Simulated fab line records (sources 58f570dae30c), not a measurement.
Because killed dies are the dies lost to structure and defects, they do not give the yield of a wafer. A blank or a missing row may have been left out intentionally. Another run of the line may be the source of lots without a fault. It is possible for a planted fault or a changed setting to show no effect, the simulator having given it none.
Which of the tools did it? ; flow berkeleyCmos170 ; Sampling: 15 lots, 45 wafers, 3 of 331 route steps

== WHAT THE GAUGES READ, wafer by wafer ==
UCB170_V2_THK_MEAS_01.
lot;measured;on;V2_TEOS_THK (nm)
L388;day 7 04:58;filmMetro-02;1956 1962 1982
L389;day 7 08:08;filmMetro-02;1963 1993 2020
L391;day 8 00:47;filmMetro-01;1991 1991 2030
L390;day 8 00:06;filmMetro-04;1964 2004 1974
L392;day 8 00:16;filmMetro-01;1968 2011 2012
L398;day 9 07:29;filmMetro-01;2039 2049 2031
L399;day 9 20:08;filmMetro-02;2866 2850 2896
L402;day 10 06:43;filmMetro-02;2860 2886 2908
L403;day 10 18:02;filmMetro-01;2852 2854 2834
L406;day 11 10:39;filmMetro-04;1986 1986 2018
L407;day 11 05:52;filmMetro-01;1973 2017 2026
L409;day 11 14:59;filmMetro-01;1983 2020 2031
L408;day 11 13:57;filmMetro-02;2001 1973 1994
L410;day 12 02:05;filmMetro-02;1975 1999 2045
L411;day 12 17:14;filmMetro-02;1989 1960 2008

== WHICH TOOL RAN EACH LOT (tool, then ch and the chambers of the sampled wafers, then the start) ==
lot;UCB170_PFIELD_STRIP_08;UCB170_V2_CVD_00
L388;plasmaAsher-04 ch 0,1, day 3 23:11;pecvd-04 ch 0,1, day 7 04:49
L389;plasmaAsher-04 ch 0,1, day 4 08:08;pecvd-02 ch 0,1, day 7 07:59
L391;plasmaAsher-04 ch 0,1, day 4 21:53;pecvd-03 ch 1,2, day 8 00:33
L390;plasmaAsher-01 ch 0,1, day 4 22:08;pecvd-04 ch 0,1,2, day 7 23:57
L392;plasmaAsher-04 ch 0,1, day 4 22:36;pecvd-02 ch 0,1,2, day 8 00:07
L398;plasmaAsher-03 ch 0,1, day 6 03:12;pecvd-02 ch 0,1,2, day 9 07:22
L399;plasmaAsher-01 ch 0,1, day 6 11:23;pecvd-02 ch 1,2, day 9 19:56
L402;plasmaAsher-04 ch 0,1, day 6 20:32;pecvd-02 ch 0,1, day 10 06:32
L403;plasmaAsher-04 ch 0,1, day 7 08:45;pecvd-02 ch 0,1,2, day 10 17:53
L406;plasmaAsher-01 ch 0, day 8 01:04;pecvd-03 ch 1,2, day 11 10:29
L407;plasmaAsher-04 ch 0,1, day 8 01:21;pecvd-03 ch 0,1, day 11 05:41
L409;plasmaAsher-04 ch 0,1, day 8 12:16;pecvd-03 ch 0,1,2, day 11 14:49
L408;plasmaAsher-03 ch 0,1, day 8 12:35;pecvd-03 ch 0,2, day 11 13:47
L410;plasmaAsher-03 ch 0,1, day 8 21:43;pecvd-04 ch 0,1,2, day 12 01:56
L411;plasmaAsher-01 ch 0,1, day 9 09:25;pecvd-04 ch 1,2, day 12 17:05
- UCB170_PFIELD_STRIP_08: strips in O2.
- UCB170_V2_CVD_00: deposits SiO2 from TEOS/O2, target thk 2000 nm, time 250 s.

== AS READ BY THE TOOLS THEMSELVES (means over the sampled wafers that have a number; for cases with no such wafer, the mark the record gives instead) ==
UCB170_PFIELD_STRIP_08.
lot;tool;drypumpMotorCurrentA (A);oesProductAu (a.u.);stripTimeToEndpointS (s)
L388;plasmaAsher-04;5.1;0.735;21.59
L389;plasmaAsher-04;5.2;0.734;21.64
L391;plasmaAsher-04;5.2;0.733;21.63
L390;plasmaAsher-01;6.1;0.735;21.55
L392;plasmaAsher-04;5.2;0.732;21.59
L398;plasmaAsher-03;5.6;0.735;21.68
L399;plasmaAsher-01;5.7;0.734;21.72
L402;plasmaAsher-04;5.2;0.734;21.63
L403;plasmaAsher-04;5.1;0.734;21.67
L406;plasmaAsher-01;5.2;0.733;21.65
L407;plasmaAsher-04;5.1;0.739;21.51
L409;plasmaAsher-04;5.1;0.737;21.64
L408;plasmaAsher-03;5.6;0.734;21.56
L410;plasmaAsher-03;5.6;0.733;21.62
L411;plasmaAsher-01;5.7;0.732;21.74

UCB170_V2_CVD_00.
lot;tool;heaterPowerW (W)
L388;pecvd-04;288
L389;pecvd-02;272
L391;pecvd-03;235
L390;pecvd-04;257
L392;pecvd-02;227
L398;pecvd-02;210
L399;pecvd-02;270
L402;pecvd-02;278
L403;pecvd-02;261
L406;pecvd-03;232
L407;pecvd-03;214
L409;pecvd-03;257
L408;pecvd-03;246
L410;pecvd-04;256
L411;pecvd-04;200

== THE ANSWER, worked out from the rows above alone ==
Rule: what is usual is taken from the lots themselves. The widest of any qualifying gaps counts: lots, ordered by their means at a reading, are off when they make up no more than a third of the lots, leave a main group of 4 or more, and stand apart from it by 3 or more times the standard deviation of that group's means. A main group is skipped when, at the precision printed for the reading in the tables above, its means are all equal. A lot without any number at a reading at which 4 lots or more have one is off too. Any other lot the step has rows for is counted as sound. The gauges are gone through in route order, then the tools' own readings, and for those a lot's mean is taken as printed above. At the first step where some lot is off, the reading lying furthest off is the one used; lots without a number count as furthest.
Off: at UCB170_V2_THK_MEAS_01 (V2_TEOS_THK), L399, L402, L403. Mean 1998 nm and standard deviation 17 in the main group.
A tool fits if, at a process step before that reading, it ran every lot that is off, and no sound lot after the first of them. The gauges at UCB170_V2_THK_MEAS_01 are tried like those tools. One candidate fits, namely pecvd-02 at UCB170_V2_CVD_00. A fault onset in the window from L398 (day 9 07:22, its last sound lot) to L399 (day 9 19:56, its first lot off) fits.

== WHAT THE SIMULATOR PUT IN ==
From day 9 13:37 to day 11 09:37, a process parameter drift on pecvd-02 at UCB170_V2_CVD_00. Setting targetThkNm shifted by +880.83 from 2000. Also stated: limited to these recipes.
Lots struck among those shown: L399, L402, L403. This agrees with what the rule above found.
